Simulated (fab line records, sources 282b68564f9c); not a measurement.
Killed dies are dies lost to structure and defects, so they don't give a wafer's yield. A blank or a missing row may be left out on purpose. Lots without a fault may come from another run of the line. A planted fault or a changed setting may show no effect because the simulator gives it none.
One fault seen from 2 desks | flow rit_cmos | each desk has only its own numbers; what lay behind them comes last

THE METROLOGY DESK
What the gauges read, lot by lot, whatever tool the lot ran on: means of the sampled wafers that have a number. A lot is out of limits, marked OUT, if its mean lies more than 4 standard deviations from the usual mean; the brackets give that distance.
Columns: A = REOX_OXIDE_THK at RIT_REOX_THK_MEAS_04, usual 25.2 nm; B = PSD_OVL at RIT_PSD_OVL_MEAS_06, usual 0.3 nm; C = M1_AL_RS at RIT_M1_RS_MEAS_01, usual 0.0730 ohm/sq; D = M1_AL_THK at RIT_M1_THK_MEAS_02, usual 405 nm
lot  | first seen here | A    | B    | C                 | D
L315 | day 3 12:36     | 25.6 | 0.4  | 0.0723            | 408
L316 | day 3 17:07     | 25.7 | -0.6 | 0.0729            | 404
L318 | day 4 00:46     | 26.2 | 1.1  | 0.0730            | 409
L317 | day 4 02:37     | 25.1 | -1.6 | 0.0745            | 399
L319 | day 4 06:29     | 24.1 | 2.1  | 0.0731            | 409
L320 | day 4 09:02     | 25.4 | -1.0 | 0.0728            | 404
L323 | day 5 05:20     | 24.8 | 0.8  | 0.0731            | 403
L324 | day 5 07:53     | 25.2 | 3.0  | 0.0796 (+9.9) OUT | 371 (-8.9) OUT
L327 | day 5 20:10     | 25.0 | 0.5  | 0.0790 (+9.0) OUT | 374 (-8.1) OUT
L330 | day 6 12:36     | 25.2 | -0.1 | 0.0732            | 406
L332 | day 6 21:56     | 25.2 | 0.6  | 0.0730            | 406
L334 | day 7 11:41     | 24.8 | -1.1 | 0.0716            | 413
This desk's finding: out of limits on L324, L327; first on L324, day 5 21:34 (M1_AL_RS at RIT_M1_RS_MEAS_01). In limits: L315, L316, L318, L317, L319, L320, L323, L330, L332, L334.

THE TOOL OWNER'S DESK: pvd_sputter-03
The tool's own readings at RIT_M1_SPUTTER_00 (material Al, target thk 400 nm, time 500 s): means of the sampled wafers that have a number, for each lot that ran on this tool. A lot is out of limits, marked OUT, if its mean lies more than 4 standard deviations from the usual mean; the brackets give that distance.
Columns: A = throttle_valve_pct at RIT_M1_SPUTTER_00, usual 30.0 %
lot  | first seen here | A
L315 | day 4 01:33     | 29.4
L316 | day 4 05:40     | 29.5
L317 | day 4 16:05     | 29.5
L320 | day 4 22:41     | 29.4
L323 | day 5 17:57     | 29.4
L324 | day 5 21:16     | 29.7
L327 | day 6 08:30     | 29.5
This desk's finding: nothing out of limits on any of the 7 lots.

PUT TOGETHER
The metrology desk could have raised an alarm at day 5 21:34, on L324, L327.
The tool owner's desk saw nothing out of limits.
The tool owner's desk has L324, L327 on record, within its limits.
Of the lots named, all ran RIT_M1_SPUTTER_00 on pvd_sputter-03.

WHAT THE SIMULATOR HAD PUT IN
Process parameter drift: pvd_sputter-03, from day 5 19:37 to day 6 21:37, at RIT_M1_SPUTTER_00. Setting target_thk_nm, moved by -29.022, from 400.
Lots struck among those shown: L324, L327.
Hours from the fault's start to each desk's first reading out of limits: the metrology desk, 2.
